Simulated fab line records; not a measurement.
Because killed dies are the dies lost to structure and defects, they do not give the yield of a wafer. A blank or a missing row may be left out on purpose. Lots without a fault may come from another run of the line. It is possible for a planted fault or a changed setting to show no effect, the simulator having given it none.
fab line records | flow rit-cmos
record: lots: 14 wafers: 42 last-day: 7
route steps=202 shown CONTACT@168 M1@184
lots untouched by any fault: they come from a run of this same line in which no faults occurred
start-h: start of the lot's first displayed wafer, in hours after the record's first day | wait-h: hours from the lot's prior step to this one | " as in the row above | L1.1+2: a single row standing in for several wafers | - no value present, or no start provided | * or withheld: withheld | < > ~ a bound
route shown NAME@n: names a module that has steps shown in the file, with the first one's number in the route | usual: average and standard deviation across the fault-free wafers | same: alike in all rows | chamber/n: place in a boat | sites: readings site by site | _std_site: standard deviation of those values | _edge_site: mean of outer sites minus mean of inner sites | radius-mm: for every site, how far away it sits from the centre of the wafer | mask NAME#n: copy n | behind: tool/chamber where the wafer was last shaped | hold: reason for holding the lot/hours on hold/outcome of the hold | device: names the non-switching transistor (n, p or np) | end of line: tests run on the same wafers once the route is complete | a step with no rows: only its recipe | killed: not the wafer's yield, but the dies lost to structure and defects at the first sort | map: shows each die of a wafer: x if killed, . if not, _ if none is there
set.NAME: the run value of the setting; set.NAME@STEP: its run value at that earlier step | model.NAME: the simulator's own value behind a step, which no gauge read
one table for each step of the route and one row for each wafer, over a sample of lots
services: from which hour (start-h, from the record's first day; less than 0 if before it) a tool's chamber was out of use, for how many hours, and why
== steps ==
step: RIT_CONTACT_CVD_00
recipe: material: SiO2 target-thk-nm: 400 precursor: TEOS temp-c: 390 time-s: 61 rf-w: 400
usual: heater-power-w: 324/43 rf-fwd-power-W: 396.2/1.8 susceptor-temp-C: 389.99/0.19
same: time-s: 61
columns lot.wafer tool chamber start-h wait-h heater-power-w rf-fwd-power-W susceptor-temp-C
L967.3 pecvd-04 1 71.02 0.0 329 393.3 389.97
L967.5 " 1 " " 344 393.7 389.82
L967.6 " 0 " " 309 396.8 390.11
L969.2 pecvd-03 0 82.84 0.0 351 397.1 389.95
L969.3 " 2 " " 365 397.7 390.11
L969.4 " 0 " " 361 397.0 389.74
L970.1 pecvd-04 1 82.99 0.1 398 395.5 389.83
L970.5 " 0 " " 257 398.8 389.86
L970.6 " 1 " " 313 394.6 390.27
L972.1 pecvd-01 2 87.76 0.1 387 395.5 389.97
L972.2 " 1 " " 283 396.4 390.01
L972.6 " 0 " " 330 396.1 390.00
L971.2 pecvd-03 1 89.41 0.0 267 397.9 390.04
L971.3 " 0 " " 312 396.0 389.94
L971.5 " 2 " " 363 396.6 389.72
L974.3 pecvd-04 2 94.26 0.0 243 396.8 390.11
L974.4 " 1 " " 298 394.4 389.58
L974.5 " 0 " " 316 394.8 390.11
L973.2 pecvd-01 0 95.91 0.0 302 396.7 389.94
L973.3 " 2 " " 334 392.2 389.83
L973.5 " 2 " " 346 391.2 390.15
L979.2 pecvd-04 1 116.52 0.0 330 395.3 389.99
L979.5 " 0 " " 265 397.7 389.56
L979.6 " 1 " " 355 393.5 389.67
L980.2 pecvd-01 1 122.15 0.0 281 396.9 390.30
L980.5 " 1 " " 294 397.8 390.17
L980.6 " 2 " " 343 392.7 390.40
L981.3 pecvd-03 0 128.69 0.0 331 395.5 390.05
L981.4 " 1 " " 334 396.7 389.96
L981.6 " 0 " " 344 395.5 389.94
L984.1 pecvd-03 0 143.77 0.1 371 395.5 389.60
L984.3 " 1 " " 326 399.1 389.77
L984.4 " 0 " " 373 396.8 389.95
L985.1 pecvd-04 1 147.64 0.1 371 395.0 389.94
L985.3 " 2 " " 271 397.4 389.92
L985.6 " 0 " " 315 398.0 390.01
L986.2 pecvd-01 1 153.01 0.0 270 396.4 389.87
L986.4 " 2 " " 374 393.1 389.77
L986.5 " 0 " " 277 396.0 390.07
L988.1 pecvd-04 2 165.85 0.1 226 397.3 389.86
L988.4 " 0 " " 258 398.2 390.17
L988.6 " 2 " " 244 398.4 389.61
step: RIT_CONTACT_ETCH_11
recipe: target-depth-a: 4800 over-etch-frac: 0.2 stop-on: TiSi2 chemistry: CHF3/CF4/Ar target: SiO2 CHF3_flow_sccm: 50 cf4-flow-sccm: 10 Ar_flow_sccm: 100 O2_flow_sccm: 5 pressure-mtorr: 100 rf-w: 200 time-s: 320
usual: drypump-motor-current-A: 5.9/0.47 oes-product-au: 0.999/0.011 rf-fwd-power-W: 199.5/0.67 throttle-valve-pct: 8.88/0.15
same: time-s: 320
columns lot.wafer tool chamber start-h wait-h drypump-motor-current-A oes-product-au rf-fwd-power-W rf-hours-counter-h throttle-valve-pct
L967.3 rie-diel-02 2 72.58 0.1 6.3 0.984 200.5 3 9.01
L967.5 " 1 " " 6.2 1.012 199.4 - 8.93
L967.6 " 2 " " 6.3 0.985 199.5 - 9.03
L969.2 rie-diel-04 3 84.44 0.1 6.3 0.998 200.1 123 9.03
L969.3 " 1 " " 6.1 1.005 198.0 1 8.74
L969.4 " 0 " " 5.1 0.996 198.5 5 8.68
L970.1 rie-diel-03 0 84.61 0.1 5.8 0.970 199.5 69 8.89
L970.5 " 2 " " 5.6 0.991 198.8 - 9.11
L970.6 " 1 " " 6.4 0.993 199.1 - 9.05
L972.1 rie-diel-02 3 89.27 0.1 6.2 0.991 198.9 105 8.70
L972.2 " 1 " " 6.2 1.011 199.7 132 8.94
L972.6 " 2 " " 6.3 0.985 199.2 - 9.02
L971.2 rie-diel-04 1 91.11 0.1 6.1 0.997 199.0 1 8.77
L971.3 " 2 " " 5.4 1.011 199.1 109 8.72
L971.5 " 0 " " 5.1 0.999 198.9 - 8.66
L974.3 rie-diel-03 1 95.76 0.1 6.4 0.989 201.3 149 9.07
L974.4 " 2 " " 5.6 1.001 199.8 119 9.10
L974.5 " 3 " " 5.8 1.009 199.2 - 8.72
L973.2 rie-diel-03 0 97.30 0.1 5.7 0.981 198.3 69 8.89
L973.3 " 3 " " 5.8 0.998 199.8 140 8.74
L973.5 " 2 " " 5.6 1.004 198.9 - 9.09
L979.2 rie-diel-04 0 118.38 0.1 5.1 1.005 199.6 5 8.66
L979.5 " 2 " " 5.4 1.016 199.1 - 8.73
L979.6 " 1 " " 6.1 1.004 200.2 - 8.76
L980.2 rie-diel-02 0 123.53 0.1 4.9 0.997 199.3 121 8.92
L980.5 " 0 " " 4.9 1.003 199.8 - 8.92
L980.6 " 1 " " 6.2 1.007 198.2 - 8.92
L981.3 rie-diel-03 2 130.20 0.1 5.6 1.002 198.8 120 9.12
L981.4 " 3 " " 5.8 1.005 199.3 141 8.72
L981.6 " 2 " " 5.6 0.995 198.2 - 9.09
L984.1 rie-diel-02 3 145.22 0.1 6.3 0.998 199.2 106 8.69
L984.3 " 0 " " 4.9 1.005 200.1 122 8.94
L984.4 " 2 " " 6.3 0.980 199.8 5 9.02
L985.1 rie-diel-04 2 149.08 0.1 5.4 1.019 199.3 110 8.72
L985.3 " 1 " " 6.1 1.004 200.0 2 8.78
L985.6 " 0 " " 5.1 1.011 198.6 - 8.65
L986.2 rie-diel-03 0 154.52 0.1 5.8 0.980 199.6 70 8.90
L986.4 " 1 " " 6.4 0.996 199.2 150 9.05
L986.5 " 1 " " 6.4 0.997 200.5 - 9.06
L988.1 rie-diel-02 2 167.44 0.1 6.3 0.986 199.1 6 9.03
L988.4 " 2 " " 6.3 0.987 197.9 - 9.04
L988.6 " 1 " " 6.2 1.007 199.9 - 8.93
step: RIT_M1_SPUTTER_00
recipe: material: Al target-thk-nm: 400 power-w: 2000 chamber-pressure-pa: 0.4 gas: Ar time-s: 500 substrate-temp-c: 25
usual: throttle-valve-pct: 30.2/0.98
same: time-s: 500
columns lot.wafer tool chamber start-h wait-h throttle-valve-pct
L967.3 pvd-sputter-03 - 73.42 0.0 31.0
L967.5 " - " " 30.7
L967.6 " - " " 29.0
L969.2 pvd-sputter-03 - 85.28 0.0 28.9
L969.3 " - " " 30.6
L969.4 " - " " 31.0
L970.1 pvd-sputter-02 - 85.45 0.0 31.0
L970.5 " - " " 30.7
L970.6 " - " " 28.8
L972.1 pvd-sputter-03 - 90.11 0.0 30.8
L972.2 " - " " 30.9
L972.6 " - " " 31.1
L971.2 pvd-sputter-02 - 91.94 0.0 30.1
L971.3 " - " " 31.1
L971.5 " - " " 29.2
L974.3 pvd-sputter-03 - 96.62 0.0 29.6
L974.4 " - " " 29.0
L974.5 " - " " 30.9
L973.2 pvd-sputter-02 - 98.15 0.0 31.8
L973.3 " - " " 30.1
L973.5 " - " " 31.0
L979.2 pvd-sputter-03 - 119.22 0.0 29.5
L979.5 " - " " 31.0
L979.6 " - " " 29.1
L980.2 pvd-sputter-02 - 124.37 0.0 29.3
L980.5 " - " " 28.9
L980.6 " - " " 31.6
L981.3 pvd-sputter-03 - 131.06 0.0 28.7
L981.4 " - " " 29.3
L981.6 " - " " 30.5
L984.1 pvd-sputter-02 - 146.08 0.0 31.3
L984.3 " - " " 30.4
L984.4 " - " " 29.2
L985.1 pvd-sputter-03 - 149.92 0.0 31.2
L985.3 " - " " 29.0
L985.6 " - " " 30.7
L986.2 pvd-sputter-03 - 155.36 0.0 28.8
L986.4 " - " " 30.9
L986.5 " - " " 31.2
L988.1 pvd-sputter-03 - 168.28 0.0 31.4
L988.4 " - " " 29.0
L988.6 " - " " 30.8
step: RIT_M1_METAL_ETCH_12
recipe: stop-on: SiO2 chemistry: Cl2/BCl3 target: Al time-s: 165 over-etch-frac: 0.5 pressure-mtorr: 100 target-depth-a: 6000 rf-w: 250 Cl2_flow_sccm: 60 bcl3-flow-sccm: 50
usual: drypump-motor-current-A: 5.3/0.37 oes-product-au: 0.770/0.014 rf-fwd-power-W: 248.9/0.9 throttle-valve-pct: 8.31/0.075
same: time-s: 165
columns lot.wafer tool chamber start-h wait-h drypump-motor-current-A oes-product-au rf-fwd-power-W rf-hours-counter-h throttle-valve-pct
L967.3 rie-metal-03 1 75.36 0.2 5.2 0.752 248.7 - 8.28
L967.5 " 1 " " 5.2 0.750 246.9 - 8.28
L967.6 " 0 " " 5.8 0.757 248.7 - 8.33
L969.2 rie-metal-02 1 87.45 0.2 5.8 0.786 249.1 37 8.26
L969.3 " 0 " " 5.2 0.788 248.4 - 8.48
L969.4 " 1 " " 5.8 0.797 249.1 - 8.27
L970.1 rie-metal-03 0 87.67 0.2 5.7 0.774 249.5 4 8.35
L970.5 " 1 " " 5.2 0.747 248.7 - 8.29
L970.6 " 0 " " 5.7 0.781 249.2 - 8.35
L972.1 rie-metal-04 0 92.00 0.2 4.8 0.775 249.3 3 8.31
L972.2 " 1 " " 5.1 0.756 247.8 3 8.24
L972.6 " 0 " " 4.8 0.776 248.5 - 8.31
L971.2 rie-metal-02 1 93.92 0.2 5.9 0.795 249.1 37 8.26
L971.3 " 0 " " 5.2 0.792 249.0 - 8.47
L971.5 " 0 " " 5.2 0.802 250.0 - 8.47
L974.3 rie-metal-03 1 98.73 0.2 5.2 0.756 249.0 - 8.28
L974.4 " 0 " " 5.8 0.781 249.7 - 8.34
L974.5 " 0 " " 5.8 0.764 250.3 - 8.33
L973.2 rie-metal-04 1 100.13 0.2 5.0 0.764 247.4 3 8.24
L973.3 " 1 " " 5.0 0.760 247.1 - 8.24
L973.5 " 1 " " 5.1 0.758 247.2 - 8.22
L979.2 rie-metal-03 1 121.10 0.2 5.2 0.751 248.3 4 8.28
L979.5 " 1 " " 5.2 0.749 248.4 - 8.28
L979.6 " 0 " " 5.7 0.777 249.7 - 8.34
L980.2 rie-metal-04 0 126.13 0.2 4.8 0.774 249.7 3 8.32
L980.5 " 1 " " 5.1 0.751 248.7 - 8.24
L980.6 " 0 " " 4.8 0.774 248.7 - 8.31
L981.3 rie-metal-02 1 133.23 0.2 5.8 0.778 249.5 - 8.27
L981.4 " 0 " " 5.2 0.799 248.1 - 8.46
L981.6 " 0 " " 5.2 0.799 248.3 - 8.48
L984.1 rie-metal-03 0 147.96 0.2 5.8 0.782 248.7 5 8.33
L984.3 " 0 " " 5.8 0.774 249.5 - 8.35
L984.4 " 1 " " 5.2 0.747 248.1 - 8.28
L985.1 rie-metal-04 0 151.80 0.2 4.8 0.771 248.7 3 8.31
L985.3 " 1 " " 5.1 0.758 249.3 - 8.21
L985.6 " 0 " " 4.8 0.777 250.3 - 8.31
L986.2 rie-metal-02 0 157.12 0.2 5.2 0.776 247.8 0 8.48
L986.4 " 0 " " 5.2 0.792 247.5 - 8.47
L986.5 " 1 " " 5.8 0.770 251.2 - 8.26
L988.1 rie-metal-04 1 170.04 0.2 5.1 0.759 249.4 4 8.22
L988.4 " 0 " " 4.8 0.768 249.5 - 8.32
L988.6 " 1 " " 5.1 0.754 249.1 - 8.23
step: RIT_M1_PROBE_99
usual: killed_at_M0_to_M3: 0.0/0.14 killed-at-contacts: 0.0/0.2 killed-at-front-end: 7.3/2.8 killed-dies: 7.3/2.8 killed-open: 3.8/1.9 killed-short: 3.5/1.8
same: gross-dies: 264 killed_at_M4_up: 0 killed-at-back-side: 0 killed-at-other: 0
columns lot.wafer tool chamber start-h wait-h killed_at_M0_to_M3 killed-at-contacts killed-at-front-end killed-dies killed-open killed-short
L981.3 prober-01 - 135.61 0.2 0 5 5 10 3 2
L981.4 prober-01 - 135.66 0.2 0 0 7 7 3 4
L981.6 prober-01 - 135.76 0.2 0 6 8 14 3 5
L984.1 prober-02 - 150.95 0.1 0 9 10 19 8 2
L984.3 prober-02 - 151.05 0.2 0 0 17 17 9 8
L984.4 prober-02 - 151.10 0.2 0 6 9 15 7 2
L985.1 prober-01 - 154.09 0.1 0 0 7 7 5 2
L985.3 prober-01 - 154.19 0.2 0 0 10 10 6 4
L985.6 prober-01 - 154.34 0.2 0 0 6 6 4 2
killed by level:class
L981.3 CONTACT:unspecified=5 FOX1:geometric-particle:open=2 FOX2:geometric-particle:open=1 REOX:geometric-particle:short=1 STARTING-WAFER:geometric-particle:short=1
L981.4 GATE:geometric-particle:short=2 GATE:geometric-particle:open=2 FOX2:geometric-particle:short=1 REOX:geometric-particle:short=1 SPACER:geometric-particle:open=1
L981.6 CONTACT:unspecified=6 GATE:geometric-particle:short=3 FOX1:geometric-particle:short=1 GATE:geometric-particle:open=1 REOX:geometric-particle:short=1 SPACER:geometric-particle:open=1 SILICIDE:geometric-particle:open=1
L984.1 CONTACT:unspecified=9 REOX:geometric-particle:open=5 GATE:geometric-particle:open=2 FOX1:geometric-particle:open=1 REOX:geometric-particle:short=1 SPACER:geometric-particle:short=1
L984.3 REOX:geometric-particle:short=5 REOX:geometric-particle:open=3 SPACER:geometric-particle:open=3 GATE:geometric-particle:open=2 FOX1:geometric-particle:open=1 FOX1:geometric-particle:short=1 GATE:geometric-particle:short=1 SILICIDE:geometric-particle:short=1
L984.4 CONTACT:unspecified=6 REOX:geometric-particle:open=3 REOX:geometric-particle:short=2 FOX1:geometric-particle:open=1 GATE:geometric-particle:open=1 SPACER:geometric-particle:open=1 SILICIDE:geometric-particle:open=1
L985.1 FOX2:geometric-particle:open=3 FOX2:geometric-particle:short=2 REOX:geometric-particle:open=1 SPACER:geometric-particle:open=1
L985.3 REOX:geometric-particle:open=2 FOX1:geometric-particle:open=1 FOX1:geometric-particle:short=1 GATE:geometric-particle:open=1 REOX:geometric-particle:short=1 SPACER:geometric-particle:short=1 SPACER:geometric-particle:open=1 SILICIDE:geometric-particle:short=1
L985.6 FOX1:geometric-particle:open=2 FOX1:geometric-particle:short=1 FOX2:geometric-particle:open=1 GATE:geometric-particle:short=1 SPACER:geometric-particle:open=1
== services ==
columns tool chamber start-h hours kind
pecvd-03 - 49.86 3.4 repair
pvd-sputter-02 - 57.16 4.4 repair
pecvd-03 - 73.92 5.5 pm
rie-diel-02 - 81.46 0.5 repair
rie-diel-04 1 88.36 1.2 repair
rie-diel-04 - 100.03 1.5 repair
rie-diel-03 1 105.21 8.5 repair
rie-metal-03 0 124.41 2.2 repair
pecvd-01 - 125.42 0.6 repair
pecvd-03 0 128.95 7.8 repair
rie-metal-02 - 136.12 20.0 pm
rie-metal-02 0 136.12 20.0 vent-cycle
rie-metal-02 1 136.12 20.0 vent-cycle
pecvd-01 - 140.98 2.8 pm
rie-diel-04 - 153.91 14.6 pm
rie-diel-03 1 155.39 - clean
rie-diel-03 1 155.39 14.0 scheduled-down
rie-diel-03 1 155.39 14.0 vent-cycle
rie-metal-02 0 156.12 - clean
rie-metal-02 1 156.12 - clean
pvd-sputter-02 - 161.53 3.2 repair
== key ==
first-sign: step: RIT_M1_PROBE_99 reading: killed-at-contacts direction: up sigmas: 6.5 usual: 0.0 struck: 6.5
effect: step: RIT_M1_PROBE_99 reading: killed-dies direction: up sigmas: 2.5 usual: 7.3 struck: 14.5 wafers-moved: 3
met-at RIT_CONTACT_CVD_00
struck-lots L981,L984
struck-wafers L981.3,L981.6,L984.1,L984.4
tester-left-out L981,L984
not-acting-at RIT_CONTACT_ETCH_11,RIT_M1_SPUTTER_00,RIT_M1_METAL_ETCH_12
onset-between 89.41 128.69
fault: kind: chamber-particle-source tool: pecvd-03 chamber: 0 onset-h: 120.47 steps: RIT_CONTACT_CVD_00 rate-per-visit-cm2: 0.042111 end-h: 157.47
tester-left-out: of these lots the tester's yield and bins aren't shown, on N5 and GAA mostly nor the transistor test; their killed dies are dies lost to structure and defects alone, not to doping, threshold or leakage, so they don't give the yield
